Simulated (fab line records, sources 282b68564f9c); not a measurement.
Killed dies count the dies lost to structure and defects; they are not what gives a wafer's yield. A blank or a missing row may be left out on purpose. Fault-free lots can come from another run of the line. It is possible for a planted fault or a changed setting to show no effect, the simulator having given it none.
Chamber matching / flow rit cmos / RIT_GATE_ETCH_19 on rie si-01: 4 sister chambers
The step etches poly-Si in SF6/CHF3/O2, stops on SiO2, time 165 s, target depth 312.5 nm. 4 wafers are shown with their chamber, then 8 later ones without.

== WAFERS, EACH WITH ITS CHAMBER ==
wafer=L631.2; chamber=0; drypump motor current A (A)=6.5
wafer=L633.1; chamber=2; drypump motor current A (A)=5.3
wafer=L633.6; chamber=1; drypump motor current A (A)=6.1
wafer=L635.2; chamber=3; drypump motor current A (A)=5.0

== WAFERS WHOSE CHAMBER IS MISSING ==
wafer=L635.3; drypump motor current A (A)=6.4
wafer=L635.4; drypump motor current A (A)=5.3
wafer=L637.2; drypump motor current A (A)=6.4
wafer=L637.4; drypump motor current A (A)=5.3
wafer=L637.5; drypump motor current A (A)=6.1
wafer=L647.1; drypump motor current A (A)=6.1
wafer=L647.2; drypump motor current A (A)=6.4
wafer=L647.6; drypump motor current A (A)=6.4

== EACH ONE'S CHAMBER ==
wafer=L635.3; from the rows above=0; in truth=0
wafer=L635.4; from the rows above=2; in truth=2
wafer=L637.2; from the rows above=0; in truth=0
wafer=L637.4; from the rows above=2; in truth=2
wafer=L637.5; from the rows above=1; in truth=1
wafer=L647.1; from the rows above=1; in truth=1
wafer=L647.2; from the rows above=0; in truth=0
wafer=L647.6; from the rows above=0; in truth=0
Placed correctly: 8 of 8. From these rows, 0 cannot be placed. 0 placed wrongly.
How it was worked out, from the rows above alone: a wafer's distance from a chamber is the root of the sum, over the readings, of the square of ((its reading less the chamber's mean) divided by the reading's scatter). If the next closest chamber is less than 2 further off than the closest, the wafer can't be placed; otherwise it belongs to the closest. For every chamber, the mean is computed from those of its wafers that are shown. The scatter: with one shown wafer a chamber, the root of the mean of the squares of how far each hidden wafer lies from its nearest shown one.
